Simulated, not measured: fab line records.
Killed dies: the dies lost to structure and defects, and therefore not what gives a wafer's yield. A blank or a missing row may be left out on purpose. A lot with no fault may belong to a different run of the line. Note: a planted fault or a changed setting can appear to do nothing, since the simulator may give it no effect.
8D (eight disciplines) problem report, filled in by code	flow rit-cmos	the parts of the form that need people (team, actions taken, sign-off) are left out

== 1. THE ISSUE ==
SPACER_NITRIDE_THK at RIT_SPACER_THK_MEAS_04 reads a mean of 420.1 nm on 3 wafers of 1 lot; wafers without a fault read 250.1 nm with a standard deviation of 2.5. Measured from the usual mean, that is +68 standard deviations.
First seen on wafer L769.1, day 5 00:05, on film-metro-04. Wafers with a number at this step in the record: 39, from 13 lots. The rule behind "out" and "out of limits": a value lying over 4 standard deviations away from the usual mean. The other wafers with a number count as sound.

== 2. WHAT IT IS AND WHAT IT IS NOT ==
question	is	is not
which readings at this step	SPACER_NITRIDE_THK	-
which lots	L769	L759, L760, L761, L762, L763, L764, L765, L771, L773, L780, L781, L782
which wafers of those lots	all that have a number	-
read on which gauges	film-metro-04	film-metro-01, film-metro-02
when	from day 5 00:05	up to then (21 sound wafers); but 15 sound wafers of L771, L773, L780, L781, L782 came after

== 3. THE SUSPECTS, EACH WITH WHAT RULES IT OUT ==
Counting: a tool stays on the suspect list if, at a process step up to the reading, it processed all lots that are out and no sound lot following the first of them.
- ruled out: the gauge at RIT_SPACER_THK_MEAS_04. All the wafers that are out were read on film-metro-04, but those of them that RIT_SPACER_CVD_03 has rows for are out there too, on other tools.
- lpcvd-01 at RIT_SPACER_CVD_03 (deposits Si3N4 from SiH2Cl2/NH3, target thk 250 nm, time 3300 s): ruled out as a lasting fault. Following L769 (day 4 22:11), the first lot on it that is out, the sound lots L782 were run on it.
Left after counting: nothing in the record.

== 4. THE CAUSE (what the simulator had put in) ==
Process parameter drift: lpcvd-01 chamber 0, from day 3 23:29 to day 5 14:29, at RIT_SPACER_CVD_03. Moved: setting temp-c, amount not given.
It was ruled out by counting, in error; the rule expects a fault to strike all lots run on its tool from its start on, and this fault did not.

== 5. THE CHAIN OF EFFECTS, in route order ==
Each row: a reading where the mean over the struck wafers with a number is more than 3 standard deviations away from the usual. Only readings whose record carries a usual standard deviation are examined. hours: median over the lots of the time between each lot's start at the first step of this table that gives one and its start at this step. sigmas: the change, counted in usual standard deviations.
hours	step	reading	usual	on struck wafers	change	sigmas
0	RIT_SPACER_CVD_03	spike-tc-centre-C	812.5 C	890.5	+78.0	+65
0	RIT_SPACER_CVD_03	spike-tc-load-C	832.8 C	912.7	+79.9	+40
0	RIT_SPACER_CVD_03	spike-tc-source-C	833.8 C	914.3	+80.5	+42
0	RIT_SPACER_CVD_03	susceptor-temp-C	810.0 C	887.3	+77.3	+99 or more
0	RIT_SPACER_CVD_03	zone-power-centre-pct	37.7 %	41.3	+3.6	+3.7
0	RIT_SPACER_CVD_03	zone-power-load-pct	21.4 %	26.4	+5.0	+3.1
0	RIT_SPACER_CVD_03	zone-power-source-pct	21.2 %	25.4	+4.2	+13
2	RIT_SPACER_THK_MEAS_04	SPACER_NITRIDE_THK	250.1 nm	420.1	+170.0	+68
2	RIT_SPACER_ETCHBACK_05	oes-product-au	0.871 a.u.	1.005	+0.134	+8.4
The process steps in it:
- RIT_SPACER_CVD_03: deposits Si3N4 from SiH2Cl2/NH3, target thk 250 nm, time 3300 s.
- RIT_SPACER_ETCHBACK_05: etches Si3N4 in SF6/CHF3, stops on SiO2, target depth 250 nm, time 229.5 s.

== 6. WHAT WOULD HAVE CAUGHT IT SOONER ==
In this record the first reading out of limits at a measuring or inspecting step was taken at day 5 00:05, 25 hours after the fault began at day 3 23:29.
At RIT_SPACER_CVD_03, the tool's own readings (spike-tc-centre-C, spike-tc-load-C, spike-tc-source-C, susceptor-temp-C, zone-power-source-pct) were out on each struck wafer the step has a row for, so an alarm limit on them would have fired on the first such wafer.
